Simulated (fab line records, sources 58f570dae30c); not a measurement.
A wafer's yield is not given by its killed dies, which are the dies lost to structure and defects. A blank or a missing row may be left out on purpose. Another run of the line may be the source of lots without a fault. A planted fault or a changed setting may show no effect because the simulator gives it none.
Problem report in the 8D (eight disciplines) form, filled by code | flow berkeley cmos170 | the parts of the form that need people (team, actions taken, sign-off) are left out

1. PROBLEM STATEMENT
M2_AL_RS at UCB170_M2_RS_MEAS_02 reads a mean of 0.0427 ohm/sq on 2 wafers of 1 lot; wafers without a fault read 0.0323 ohm/sq with a standard deviation of 0.00034. Relative to the usual mean, that is a shift of +30 standard deviations.
The step: measures by four-point-probe.
Seen first at day 10 21:18 on film metro-04, wafer L816.2. The record has a number at this step for 39 wafers belonging to 13 lots. By rule, "out" or "out of limits" means more than 4 standard deviations away from the usual mean. The other wafers with a number count as sound.

2. WHAT IT IS, AND WHAT IT ISN'T
question                    | is                | is not
which readings at this step | M2_AL_RS          | -
which lots                  | L816              | L807, L808, L809, L810, L812, L813, L814, L815, L817, L819, L825, L827
which wafers of those lots  | L816.2, L816.5    | L816.1
read on which gauges        | film metro-04     | film metro-01, film metro-02
when                        | from day 10 21:18 | up to then (25 sound wafers); but 12 sound wafers of L817, L819, L825, L827 came after

3. THE SUSPECTS, EACH WITH WHAT RULES IT OUT
Counting: any tool at a process step up to the reading remains a suspect provided it ran every lot that is out. Sound lots after the first of them don't rule it out here, since some wafers of a struck lot are sound.
- the gauge at UCB170_M2_RS_MEAS_02: kept. All the wafers that are out were read on film metro-04, and no step on other tools shows them out.
- pvd sputter-03 at UCB170_M1_SPUTTER_00 (material Al, target thk 600 nm, time 80 s): kept. L816, the lot that is out, went through it at day 10 13:53; up to then, the latest sound lot through it was L815 at day 10 05:14.
- pvd sputter-01 at UCB170_M2_SPUTTER_01 (material Al, target thk 900 nm, time 120 s): kept. L816, the lot that is out, went through it at day 10 21:13; up to then, the latest sound lot through it was L813 at day 10 13:55.
After the count, these remain: pvd sputter-03 at UCB170_M1_SPUTTER_00, pvd sputter-01 at UCB170_M2_SPUTTER_01 and film metro-04 at UCB170_M2_RS_MEAS_02.

4. THE CAUSE (what the simulator had put in)
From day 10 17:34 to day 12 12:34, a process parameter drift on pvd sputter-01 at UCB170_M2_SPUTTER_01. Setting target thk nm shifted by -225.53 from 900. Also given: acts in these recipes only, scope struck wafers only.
Of the 3 suspects that counting leaves, this tool is one.

5. SEQUENCE OF EFFECTS, ordered by route
Each row: a reading whose mean over the struck wafers that have a number lies more than 3 standard deviations from the usual. Only readings whose record carries a usual standard deviation are examined. hours: median over the lots of the time between each lot's start at the first step of this table that gives one and its start at this step. sigmas: the change, counted in usual standard deviations.
hours | step                  | reading   | usual         | on struck wafers | change  | sigmas
0     | UCB170_M2_RS_MEAS_02  | M2_AL_RS  | 0.0323 ohm/sq | 0.0427           | +0.0103 | +30
5     | UCB170_M2_THK_MEAS_03 | M2_AL_THK | 892 nm        | 684              | -208    | -17

6. HOW IT WOULD HAVE BEEN CAUGHT EARLIER
In this record the first reading out of limits at a measuring or inspecting step was taken at day 10 21:18, 4 hours after the fault began at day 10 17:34.
No tool reading at UCB170_M2_SPUTTER_01 that has a usual standard deviation in the record was out on any struck wafer, so an alarm limit of 4 standard deviations on those readings would not have fired.
Lots out: 1; all had begun UCB170_M2_SPUTTER_01 on pvd sputter-01 by day 10 21:18. Had the tool been put on hold then, not one of them would have been saved.
